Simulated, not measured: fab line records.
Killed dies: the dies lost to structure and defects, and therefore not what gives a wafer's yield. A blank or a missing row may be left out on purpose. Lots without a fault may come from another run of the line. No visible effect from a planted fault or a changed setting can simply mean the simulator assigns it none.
Tool commonality check ; flow ritCmos ; Sampled: 13 lots, 39 wafers

== WHY IT WAS OPENED ==
RIT_SDANNEAL_RS_MEAS_04, reading PSD_RS: flagged on 2 of 13 lots. Wafers without a fault read 115.6 ohm/sq, standard deviation 0.32.
Rule: a lot is flagged when every wafer of it that has a number lies more than 4 standard deviations from that mean, or none has a number. The other lots count as sound.

lot;measured;on;PSD_RS (ohm/sq), wafer by wafer;flag
L466;day 3 05:49;filmMetro-01;115.8 115.4 115.6;
L467;day 3 08:30;filmMetro-02;115.9 115.8 115.4;
L469;day 3 20:39;filmMetro-02;115.7 115.1 115.4;
L470;day 4 00:26;filmMetro-01;115.6 115.4 115.6;
L473;day 4 13:07;filmMetro-04;115.7 115.5 115.7;
L474;day 4 22:00;filmMetro-01;115.2 115.3 114.9;
L475;day 5 05:32;filmMetro-04;115.6 115.6 115.6;
L476;day 5 08:38;filmMetro-02;97.3 97.4 97.7;FLAGGED
L478;day 5 18:18;filmMetro-02;97.7 97.3 97.4;FLAGGED
L485;day 7 03:02;filmMetro-02;115.8 115.9 115.9;
L486;day 7 10:41;filmMetro-02;116.1 115.6 116.0;
L487;day 7 12:17;filmMetro-01;115.2 115.5 115.5;
L489;day 8 02:58;filmMetro-02;115.9 115.8 115.7;
Average over the flagged lots: 97.5 ohm/sq; offset from the usual -18.1 ohm/sq, equal to -57 standard deviations.

== WHICH TOOL EACH LOT WENT THROUGH ==
The record holds 2 process steps before the reading, out of a route of 202 steps. In each cell: the tool, then ch and the chambers that the sampled wafers went through, then the start.
lot;flag;RIT_GATE_STRIP_20;RIT_SDANNEAL_RTA_03
L466;;plasmaAsher-02 ch 0,1, day 2 17:20;rtpAnneal-02 ch 0, day 3 05:46
L467;;plasmaAsher-03 ch 0,1, day 2 18:56;rtpAnneal-01 ch 0, day 3 08:27
L469;;plasmaAsher-03 ch 0,1, day 3 06:02;rtpAnneal-01 ch 0, day 3 20:35
L470;;plasmaAsher-03 ch 1, day 3 10:59;rtpAnneal-02 ch 0, day 4 00:22
L473;;plasmaAsher-02 ch 0,1, day 4 00:39;rtpAnneal-01 ch 0, day 4 13:04
L474;;plasmaAsher-02 ch 0,1, day 4 07:35;rtpAnneal-02 ch 0, day 4 21:55
L475;;plasmaAsher-02 ch 0,1, day 4 15:49;rtpAnneal-01 ch 0, day 5 05:29
L476;FLAGGED;plasmaAsher-02 ch 0,1, day 4 18:26;rtpAnneal-02 ch 0, day 5 08:34
L478;FLAGGED;plasmaAsher-02 ch 0,1, day 5 05:48;rtpAnneal-02 ch 0, day 5 18:15
L485;;plasmaAsher-02 ch 0,1, day 6 13:44;rtpAnneal-01 ch 0, day 7 02:57
L486;;plasmaAsher-03 ch 0, day 6 21:17;rtpAnneal-01 ch 0, day 7 10:38
L487;;plasmaAsher-03 ch 0,1, day 6 23:53;rtpAnneal-01 ch 0, day 7 12:14
L489;;plasmaAsher-01 ch 0,1, day 7 12:05;rtpAnneal-01 ch 0, day 8 02:54
What these steps do:
- RIT_GATE_STRIP_20: strips in O2, time 180 s.
- RIT_SDANNEAL_RTA_03: time 5 s.
- RIT_SDANNEAL_RS_MEAS_04: measures by four-point-probe.

== FLAGGED AGAINST TOTAL, ONE TOOL AT A TIME (gauges that did the reading follow at the end) ==
step;tool;lots run;flagged;share of the flagged lots;sound lots run after its first flagged lot
RIT_GATE_STRIP_20;plasmaAsher-01;1;0;none;-
RIT_GATE_STRIP_20;plasmaAsher-02;7;2;all;1 (L485)
RIT_GATE_STRIP_20;plasmaAsher-03;5;0;none;-
RIT_SDANNEAL_RTA_03;rtpAnneal-01;8;0;none;-
RIT_SDANNEAL_RTA_03;rtpAnneal-02;5;2;all;0
RIT_SDANNEAL_RS_MEAS_04;filmMetro-01;4;0;none;-
RIT_SDANNEAL_RS_MEAS_04;filmMetro-02;7;2;all;3 (L485,L486,L489)
RIT_SDANNEAL_RS_MEAS_04;filmMetro-04;2;0;none;-

== WHAT THE TABLE PERMITS ==
All flagged lots were run by 3 table rows, namely plasmaAsher-02 at RIT_GATE_STRIP_20, rtpAnneal-02 at RIT_SDANNEAL_RTA_03, filmMetro-02 at RIT_SDANNEAL_RS_MEAS_04.
- plasmaAsher-02 at RIT_GATE_STRIP_20: 2 of its 7 lots flagged. Sound lots followed the first flagged one (L485) on it, something a lasting fault affecting the whole tool could not allow.
- rtpAnneal-02 at RIT_SDANNEAL_RTA_03: 2 of its 5 lots flagged. A fault beginning between L474 (day 4 21:55), its last sound lot, and L476 (day 5 08:34), its first flagged one, fits the data.
- filmMetro-02 at RIT_SDANNEAL_RS_MEAS_04: 2 of its 7 lots flagged. Sound lots followed the first flagged one (L485, L486, L489) on it, something a lasting fault affecting the whole tool could not allow.
rtpAnneal-02 at RIT_SDANNEAL_RTA_03 is the single tool remaining.

== WHAT THE SIMULATOR HAD PUT IN ==
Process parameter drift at RIT_SDANNEAL_RTA_03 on rtpAnneal-02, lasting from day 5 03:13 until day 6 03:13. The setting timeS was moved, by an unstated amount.
Struck lots among those shown: L476, L478. This agrees with what the rule above found.
